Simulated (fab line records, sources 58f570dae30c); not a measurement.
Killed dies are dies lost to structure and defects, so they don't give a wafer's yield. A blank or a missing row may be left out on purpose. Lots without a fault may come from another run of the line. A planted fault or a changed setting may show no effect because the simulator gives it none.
Split-lot experiment | flow berkeley_cmos170 | 5 lots, 27 wafers read, on a route of 331 steps

THE SPLIT
At UCB170_PWELL_OXIDATION_02 (target thk 26.4 nm, ox time 1260 s), the setting ox_time_s was moved away from the recipe's 1260 s on 24 of the 27 wafers read, by -55.5% to +59.1%. The other wafers ran this setting at the recipe's value.

The file shows no step between the split and the reading.

THE READING
PWELL_OXIDE_THK, in nm, at UCB170_PWELL_THK_MEAS_03. Fault-free wafers of this fab line usually give 26.4 nm, standard deviation 0.47 nm.

wafer  | tool, chamber at the split | ox_time_s as run, s | against the recipe | PWELL_OXIDE_THK, nm | against lot-mates on the recipe
L074.1 | -, -                       | 581.5               | -53.8%             | 18.0                | no lot-mate on the recipe
L074.2 | -, -                       | 581.5               | -53.8%             | 18.3                | no lot-mate on the recipe
L074.3 | -, -                       | 581.5               | -53.8%             | 18.1                | no lot-mate on the recipe
L074.4 | -, -                       | 581.5               | -53.8%             | 18.1                | no lot-mate on the recipe
L074.5 | -, -                       | 581.5               | -53.8%             | 18.1                | no lot-mate on the recipe
L074.6 | -, -                       | 581.5               | -53.8%             | 18.1                | no lot-mate on the recipe
L077.1 | -, -                       | 560.7               | -55.5%             | 16.0                | no lot-mate on the recipe
L077.2 | -, -                       | 560.7               | -55.5%             | 16.2                | no lot-mate on the recipe
L077.3 | -, -                       | 560.7               | -55.5%             | 16.7                | no lot-mate on the recipe
L077.4 | -, -                       | 560.7               | -55.5%             | 16.4                | no lot-mate on the recipe
L077.5 | -, -                       | 560.7               | -55.5%             | 16.2                | no lot-mate on the recipe
L077.6 | -, -                       | 560.7               | -55.5%             | 16.4                | no lot-mate on the recipe
L078.3 | furnace-01, 0              | 1260                | recipe             | 25.8                | -
L078.4 | furnace-01, 0              | 1260                | recipe             | 26.0                | -
L078.5 | furnace-01, 0              | 1260                | recipe             | 26.0                | -
L081.1 | -, -                       | 2005                | +59.1%             | 34.5                | no lot-mate on the recipe
L081.2 | -, -                       | 2005                | +59.1%             | 34.3                | no lot-mate on the recipe
L081.3 | -, -                       | 2005                | +59.1%             | 34.7                | no lot-mate on the recipe
L081.4 | -, -                       | 2005                | +59.1%             | 34.1                | no lot-mate on the recipe
L081.5 | -, -                       | 2005                | +59.1%             | 34.4                | no lot-mate on the recipe
L081.6 | -, -                       | 2005                | +59.1%             | 34.4                | no lot-mate on the recipe
L083.1 | -, -                       | 1050                | -16.7%             | 23.6                | no lot-mate on the recipe
L083.2 | -, -                       | 1050                | -16.7%             | 23.6                | no lot-mate on the recipe
L083.3 | -, -                       | 1050                | -16.7%             | 24.0                | no lot-mate on the recipe
L083.4 | -, -                       | 1050                | -16.7%             | 23.9                | no lot-mate on the recipe
L083.5 | -, -                       | 1050                | -16.7%             | 23.3                | no lot-mate on the recipe
L083.6 | -, -                       | 1050                | -16.7%             | 23.4                | no lot-mate on the recipe

THE FIT
A straight line over all 27 wafers: PWELL_OXIDE_THK changes by +0.151 nm for each +1% of ox_time_s; r = +1.00; the points scatter about the line by 0.65 nm.
Too few moved wafers have a lot-mate on the recipe to fit a line with each lot's own level taken away.

THE WHOLE CHAIN: every reading that the file lists as answering this split, in the file's order
step                      | what it does                       | reading                                                                            | change (the file's fit)               | r (the file's)
UCB170_PWELL_OXIDATION_02 | target thk 26.4 nm, ox time 1260 s | SiO2_of_PWELL_OXIDATION_02.thk_nm (the simulator's own value, which no gauge read) | +0.151 nm for each +1% of the setting | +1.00
UCB170_PWELL_THK_MEAS_03  |                                    | PWELL_OXIDE_THK                                                                    | +0.151 for each +1% of the setting    | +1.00

THE FILE'S OWN FIT
PWELL_OXIDE_THK changes by +0.151 nm for each +1% of ox_time_s, r = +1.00.
